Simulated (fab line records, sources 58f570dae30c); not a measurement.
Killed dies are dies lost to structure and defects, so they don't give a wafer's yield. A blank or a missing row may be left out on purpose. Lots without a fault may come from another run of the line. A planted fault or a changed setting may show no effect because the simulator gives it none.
Chamber matching | flow berkeley_cmos170 | UCB170_M2_ETCH_17 on rie_diel-02: 4 sister chambers
The step etches BARC in N2/H2. 14 wafers are shown with their chamber, then 7 later ones without.

WAFERS WITH THEIR CHAMBER
wafer  | chamber | drypump_motor_current_A (A) | throttle_valve_pct (%) | oes_product_au (a.u.)
L831.2 | 3       | 5.5                         | 13.44                  | 0.997
L831.3 | 2       | 6.4                         | 13.35                  | 0.992
L831.5 | 3       | 5.6                         | 13.43                  | 1.006
L835.1 | 1       | 5.6                         | 13.27                  | 1.010
L835.2 | 2       | 6.4                         | 13.36                  | 0.986
L835.3 | 1       | 5.6                         | 13.28                  | 1.014
L837.1 | 1       | 5.6                         | 13.28                  | 1.018
L837.4 | 1       | 5.6                         | 13.28                  | 1.010
L837.6 | 1       | 5.6                         | 13.29                  | 1.005
L846.1 | 2       | 6.4                         | 13.36                  | 0.983
L846.2 | 1       | 5.5                         | 13.28                  | 1.006
L846.4 | 0       | 5.9                         | 13.30                  | 0.987
L845.2 | 2       | 6.4                         | 13.35                  | 0.986
L845.4 | 3       | 5.5                         | 13.38                  | 0.954

SIGNATURES (means of the wafers above)
reading                 | chamber 0 | chamber 1 | chamber 2 | chamber 3 | scatter within a chamber
drypump_motor_current_A | 5.900     | 5.583     | 6.400     | 5.533     | 0.0387
throttle_valve_pct      | 13.3000   | 13.2800   | 13.3550   | 13.4167   | 0.0154
oes_product_au          | 0.98700   | 1.01050   | 0.98675   | 0.98567   | 0.0131
Rule: a wafer's distance from a chamber is the root of the sum, over the readings, of the square of ((its reading less the chamber's mean) divided by the reading's scatter). The wafer belongs to the nearest chamber; if the next one is less than 2 further off, it can't be placed. The scatter: the root of (the sum of the squares of (reading less its chamber's mean) over the shown wafers, divided by (wafers less chambers)).

WAFERS WITHOUT THEIR CHAMBER
wafer  | drypump_motor_current_A (A) | throttle_valve_pct (%) | oes_product_au (a.u.)
L845.5 | 5.5                         | 13.26                  | 1.012
L848.3 | 6.4                         | 13.36                  | 0.991
L848.5 | 5.9                         | 13.31                  | 0.991
L848.6 | 5.5                         | 13.39                  | 0.958
L851.2 | 5.6                         | 13.29                  | 1.008
L851.3 | 5.9                         | 13.31                  | 0.984
L851.6 | 6.4                         | 13.35                  | 0.982

WHICH CHAMBER EACH WENT THROUGH
wafer  | from the rows above | in truth
L845.5 | 1                   | 1
L848.3 | 2                   | 2
L848.5 | 0                   | 0
L848.6 | 3                   | 3
L851.2 | 1                   | 1
L851.3 | 0                   | 0
L851.6 | 2                   | 2
Placed correctly: 7 of 7. Can't be placed from these rows: 0. Placed wrongly: 0.
